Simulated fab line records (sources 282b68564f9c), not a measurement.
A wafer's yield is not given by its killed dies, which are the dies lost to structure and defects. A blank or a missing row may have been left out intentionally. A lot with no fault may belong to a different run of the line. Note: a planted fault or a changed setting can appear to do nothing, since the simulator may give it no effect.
2 desks, one fault | flow ritCmos | numbers are kept per desk, each desk with only its own; the story behind them comes last

## AT THE METROLOGY DESK
Lot by lot, what the gauges showed, no matter which tool ran the lot: averages of those sampled wafers that carry a number. A lot is out of limits, marked OUT, if its mean lies more than 4 standard deviations from the usual mean; the brackets give that distance.
Columns: A = INCOMING_BOW at RIT_ACTIVE_BOW_MEAS_00, usual -1 um; B = ACTIVE_OXIDE_THK at RIT_ACTIVE_THK_MEAS_02, usual 46.4 nm; C = ACTIVE_NITRIDE_THK at RIT_ACTIVE_THK_MEAS_04, usual 150.2 nm; D = cdNm at RIT_ACTIVE_CD_MEAS_11, usual 1399.2 nm
lot  | first seen here | A  | B    | C     | D
L770 | day 1 10:01     | -0 | 47.3 | 149.9 | 1398.0
L774 | day 2 06:02     | 0  | 46.9 | 151.5 | 1395.8
L779 | day 3 07:01     | 0  | 46.3 | 149.7 | 1404.3
L786 | day 4 18:01     | 2  | 46.5 | 150.4 | 1391.4
L793 | day 6 05:02     | -3 | 47.2 | 146.7 | 1403.9
This desk's verdict: no lot among the 5 shows anything out of limits.

## AT THE TOOL OWNER'S DESK: ilineStepper-01
The tool's own readings at RIT_ACTIVE_EXPOSE_08 (exposes mask M1, target cd 1400 nm): means of the sampled wafers that have a number, for each lot that ran on this tool. A lot is out of limits, marked OUT, if its mean lies more than 4 standard deviations from the usual mean; the brackets give that distance.
Columns: A = exposureDoseMJCm2 at RIT_ACTIVE_EXPOSE_08, usual 224.92
lot  | first seen here | A
L770 | day 1 15:30     | 225.32
L774 | day 2 10:08     | 225.15
L779 | day 3 11:18     | 224.94
L786 | day 5 00:46     | 223.34 (-6.9) OUT
Finding of this desk: L786 out of limits; the first was L786 at day 5 00:46, on exposureDoseMJCm2 at RIT_ACTIVE_EXPOSE_08. L770, L774, L779: within limits.

## ALL TOGETHER
The tool owner's desk could have raised an alarm at day 5 00:46, on L786.
Metrology desk: nothing out of limits seen.
The metrology desk holds a record of L786, inside its limits.
The lots listed all ran RIT_ACTIVE_EXPOSE_08 on ilineStepper-01.

## WHAT THE SIMULATOR PUT IN
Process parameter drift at RIT_ACTIVE_EXPOSE_08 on ilineStepper-01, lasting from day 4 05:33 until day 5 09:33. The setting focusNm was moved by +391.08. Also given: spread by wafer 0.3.
Shown lots that were struck: L786.
Delay in hours, fault start to first out-of-limits reading, by desk: the tool owner's desk at 19.
